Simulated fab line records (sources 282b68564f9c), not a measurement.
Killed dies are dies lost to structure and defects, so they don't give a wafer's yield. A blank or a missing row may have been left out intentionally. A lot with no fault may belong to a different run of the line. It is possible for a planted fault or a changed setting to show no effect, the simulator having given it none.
Split-lot study / flow rit cmos / on a route of 202 steps: 5 lots, 23 wafers read

== THE SPLIT ==
At RIT_PWELL_IMPLANT_08, the setting energy kev was moved away from the recipe's 170 on 9 of the 23 wafers read, by -2.3% to +4.3%. For the rest of the wafers, this setting stayed at what the recipe calls for.

The split's own step is where the reading is taken.

== THE READING ==
implant.drp nm (the simulator's own value, which no gauge read), in nm, at RIT_PWELL_IMPLANT_08. The file gives no usual value for it.

wafer=L078.1; tool, chamber at the split=implanter-03, 0; energy kev as run=170; against the recipe=recipe; implant.drp nm, nm=102.9; against lot-mates on the recipe=-
wafer=L078.3; tool, chamber at the split=implanter-03, 0; energy kev as run=170; against the recipe=recipe; implant.drp nm, nm=102.9; against lot-mates on the recipe=-
wafer=L078.5; tool, chamber at the split=implanter-03, 0; energy kev as run=170; against the recipe=recipe; implant.drp nm, nm=102.9; against lot-mates on the recipe=-
wafer=L079.1; tool, chamber at the split=implanter-03, 0; energy kev as run=170; against the recipe=recipe; implant.drp nm, nm=102.9; against lot-mates on the recipe=-
wafer=L079.3; tool, chamber at the split=implanter-03, 0; energy kev as run=170; against the recipe=recipe; implant.drp nm, nm=102.9; against lot-mates on the recipe=-
wafer=L079.6; tool, chamber at the split=implanter-03, 0; energy kev as run=170; against the recipe=recipe; implant.drp nm, nm=102.9; against lot-mates on the recipe=-
wafer=L079.4; tool, chamber at the split=implanter-03, 0; energy kev as run=177.3; against the recipe=+4.3%; implant.drp nm, nm=104; against lot-mates on the recipe=+1.1
wafer=L079.5; tool, chamber at the split=implanter-03, 0; energy kev as run=177.3; against the recipe=+4.3%; implant.drp nm, nm=104; against lot-mates on the recipe=+1.1
wafer=L080.1; tool, chamber at the split=implanter-03, 0; energy kev as run=170; against the recipe=recipe; implant.drp nm, nm=102.9; against lot-mates on the recipe=-
wafer=L080.5; tool, chamber at the split=implanter-03, 0; energy kev as run=170; against the recipe=recipe; implant.drp nm, nm=102.9; against lot-mates on the recipe=-
wafer=L080.6; tool, chamber at the split=implanter-03, 0; energy kev as run=170; against the recipe=recipe; implant.drp nm, nm=102.9; against lot-mates on the recipe=-
wafer=L080.3; tool, chamber at the split=implanter-03, 0; energy kev as run=174.5; against the recipe=+2.6%; implant.drp nm, nm=103.6; against lot-mates on the recipe=+0.7
wafer=L080.4; tool, chamber at the split=implanter-03, 0; energy kev as run=174.5; against the recipe=+2.6%; implant.drp nm, nm=103.6; against lot-mates on the recipe=+0.7
wafer=L082.1; tool, chamber at the split=implanter-03, 0; energy kev as run=173.6; against the recipe=+2.1%; implant.drp nm, nm=103.5; against lot-mates on the recipe=+0.6
wafer=L082.2; tool, chamber at the split=implanter-03, 0; energy kev as run=173.6; against the recipe=+2.1%; implant.drp nm, nm=103.5; against lot-mates on the recipe=+0.6
wafer=L082.4; tool, chamber at the split=implanter-03, 0; energy kev as run=173.6; against the recipe=+2.1%; implant.drp nm, nm=103.5; against lot-mates on the recipe=+0.6
wafer=L082.5; tool, chamber at the split=implanter-03, 0; energy kev as run=170; against the recipe=recipe; implant.drp nm, nm=102.9; against lot-mates on the recipe=-
wafer=L082.6; tool, chamber at the split=implanter-03, 0; energy kev as run=170; against the recipe=recipe; implant.drp nm, nm=102.9; against lot-mates on the recipe=-
wafer=L084.1; tool, chamber at the split=implanter-03, 0; energy kev as run=166.1; against the recipe=-2.3%; implant.drp nm, nm=102.1; against lot-mates on the recipe=-0.8
wafer=L084.4; tool, chamber at the split=implanter-03, 0; energy kev as run=166.1; against the recipe=-2.3%; implant.drp nm, nm=102.1; against lot-mates on the recipe=-0.8
wafer=L084.3; tool, chamber at the split=implanter-03, 0; energy kev as run=170; against the recipe=recipe; implant.drp nm, nm=102.9; against lot-mates on the recipe=-
wafer=L084.5; tool, chamber at the split=implanter-03, 0; energy kev as run=170; against the recipe=recipe; implant.drp nm, nm=102.9; against lot-mates on the recipe=-
wafer=L084.6; tool, chamber at the split=implanter-03, 0; energy kev as run=170; against the recipe=recipe; implant.drp nm, nm=102.9; against lot-mates on the recipe=-

THE FIT
A straight line over all 23 wafers: implant.drp nm changes by +0.281 nm for each +1% of energy kev; r = +0.99; the points scatter about the line by 0.053 nm.
The same after taking each lot's own level away (the mean of its wafers on the recipe; 23 wafers): +0.281 nm for each +1%; r = +0.99; scatter 0.053 nm.
That fit puts the effect of the largest move of energy kev on the reading at 1.2 nm.
The lots' own levels span 102.90 to 102.90 nm.
Hence the lot-to-lot level has little effect on the slope; both slopes agree.
Check: for one of the wafers moved furthest among these (+4.3%), held out of the fit, the line's prediction against its lot-mates is +1.21 nm. Against them it came out at +1.1 nm.

== OTHER SPLITS APPLIED TO THESE WAFERS ==
Before the reading, these wafers also passed through other splits. Each is held against what the fit with the lots' levels taken away leaves over:
other split on the same wafers=RIT_ACTIVE_COAT_06 resist thk nm; wafers away from the commonest value=7; r with implant.drp nm (lot level and that fit taken away)=+0.05
other split on the same wafers=RIT_ACTIVE_EXPOSE_08 dose mj; wafers away from the commonest value=8; r with implant.drp nm (lot level and that fit taken away)=-0.22
other split on the same wafers=RIT_FOX1_OXIDATION_00 ox time s; wafers away from the commonest value=15; r with implant.drp nm (lot level and that fit taken away)=-0.11
other split on the same wafers=RIT_FOX2_OXIDATION_00 temp c; wafers away from the commonest value=15; r with implant.drp nm (lot level and that fit taken away)=+0.08
other split on the same wafers=RIT_NWELL_IMPLANT_08 dose cm2; wafers away from the commonest value=7; r with implant.drp nm (lot level and that fit taken away)=+0.08

== THE WHOLE CHAIN: every reading that the file lists as answering this split, in the file's order ==
step=RIT_PWELL_IMPLANT_08; what it does=; reading=implant.rp nm (the simulator's own value, which no gauge read); change (the file's fit)=+3.66 nm for each +1% of the setting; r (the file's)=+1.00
step=RIT_PWELL_IMPLANT_08; what it does=; reading=implant.drp nm (the simulator's own value, which no gauge read); change (the file's fit)=+0.283 nm for each +1% of the setting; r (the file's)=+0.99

== FILE'S OWN FIT ==
implant.drp nm changes by +0.283 nm for each +1% of energy kev, r = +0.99.
